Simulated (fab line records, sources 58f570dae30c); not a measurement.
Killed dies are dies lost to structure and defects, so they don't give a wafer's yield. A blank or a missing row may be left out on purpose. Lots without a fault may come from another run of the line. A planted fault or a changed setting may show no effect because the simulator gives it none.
Split-lot experiment | flow berkeley_cmos170 | 5 lots, 23 wafers read, on a route of 331 steps

THE SPLIT
At UCB170_M3_SPUTTER_01 (material Al, target thk 900 nm, time 120 s), the setting time_s was moved away from the recipe's 120 s on 5 of the 23 wafers read, by -5.2% to +8.7%. The other wafers ran this setting at the recipe's value.

FROM THE SPLIT TO THE READING: what the file shows between them, 1 step
- UCB170_M3_RS_MEAS_02: measures by four-point-probe

THE READING
M3_AL_THK, in nm, at UCB170_M3_THK_MEAS_03 (measures by xrf). Fault-free wafers of this fab line usually give 893 nm, standard deviation 14 nm.

wafer  | tool, chamber at the split | time_s as run, s | against the recipe | M3_AL_THK, nm | against lot-mates on the recipe
L075.1 | pvd_sputter-03, -          | 113.7            | -5.2%              | 852           | -53
L075.2 | pvd_sputter-03, -          | 120              | recipe             | 909           | -
L075.3 | pvd_sputter-03, -          | 113.7            | -5.2%              | 847           | -58
L075.5 | pvd_sputter-03, -          | 120              | recipe             | 891           | -
L075.6 | pvd_sputter-03, -          | 120              | recipe             | 915           | -
L076.2 | pvd_sputter-02, -          | 120              | recipe             | 899           | -
L076.3 | pvd_sputter-02, -          | 130.4            | +8.7%              | 967           | +70
L076.4 | pvd_sputter-02, -          | 130.4            | +8.7%              | 968           | +72
L076.5 | pvd_sputter-02, -          | 130.4            | +8.7%              | 974           | +78
L076.6 | pvd_sputter-02, -          | 120              | recipe             | 894           | -
L079.2 | pvd_sputter-02, -          | 120              | recipe             | 915           | -
L079.3 | pvd_sputter-02, -          | 120              | recipe             | 907           | -
L079.4 | pvd_sputter-02, -          | 120              | recipe             | 902           | -
L079.5 | pvd_sputter-02, -          | 120              | recipe             | 903           | -
L079.6 | pvd_sputter-02, -          | 120              | recipe             | 902           | -
L083.1 | pvd_sputter-04, -          | 120              | recipe             | 888           | -
L083.3 | pvd_sputter-04, -          | 120              | recipe             | 894           | -
L083.5 | pvd_sputter-04, -          | 120              | recipe             | 891           | -
L082.1 | pvd_sputter-03, -          | 120              | recipe             | 882           | -
L082.3 | pvd_sputter-03, -          | 120              | recipe             | 890           | -
L082.4 | pvd_sputter-03, -          | 120              | recipe             | 883           | -
L082.5 | pvd_sputter-03, -          | 120              | recipe             | 888           | -
L082.6 | pvd_sputter-03, -          | 120              | recipe             | 895           | -

THE FIT
A straight line over all 23 wafers: M3_AL_THK changes by +8.53 nm for each +1% of time_s; r = +0.96; the points scatter about the line by 9.2 nm.
The same after taking each lot's own level away (the mean of its wafers on the recipe; 23 wafers): +8.93 nm for each +1%; r = +0.98; scatter 6.1 nm.
On that fit, the largest move of time_s shifts the reading by 77 nm.
The lots' own levels span 887.6 to 905.8 nm, that is 1.3 times the standard deviation above.
So the lot-to-lot level changes the slope little: the two slopes agree.
Check: with one of the wafers moved furthest among these (+8.7%) left out of the fit, the line predicts +78.3 nm for it against its lot-mates. It came out at +70.5 nm against them.

OTHER SPLITS ON THESE WAFERS
These wafers also went through other splits before the reading. Each is held against what the fit with the lots' levels taken away leaves over:
other split on the same wafers      | wafers away from the commonest value | r with M3_AL_THK (lot level and that fit taken away)
UCB170_SILICIDE_SPUTTER_01 time_s   | 7                                    | +0.16
UCB170_M1_SPUTTER_00 power_w        | 5                                    | +0.10
UCB170_V2_CMP_02 leave_above_ref_nm | 11                                   | +0.05
UCB170_V2_SOFTBAKE_08 time_s        | 4                                    | -0.01

THE WHOLE CHAIN: every reading that the file lists as answering this split, in the file's order
step                  | what it does                               | reading                                                                     | change (the file's fit)               | r (the file's)
UCB170_M3_SPUTTER_01  | material Al, target thk 900 nm, time 120 s | Al_of_M3_SPUTTER_01.thk_nm (the simulator's own value, which no gauge read) | +9.16 nm for each +1% of the setting  | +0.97
UCB170_M3_RS_MEAS_02  | measures by four-point-probe               | M3_AL_RS                                                                    | -0.000319 for each +1% of the setting | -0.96
UCB170_M3_THK_MEAS_03 | measures by xrf                            | M3_AL_THK                                                                   | +9.04 for each +1% of the setting     | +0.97

THE FILE'S OWN FIT
M3_AL_THK changes by +9.04 nm for each +1% of time_s, r = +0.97.
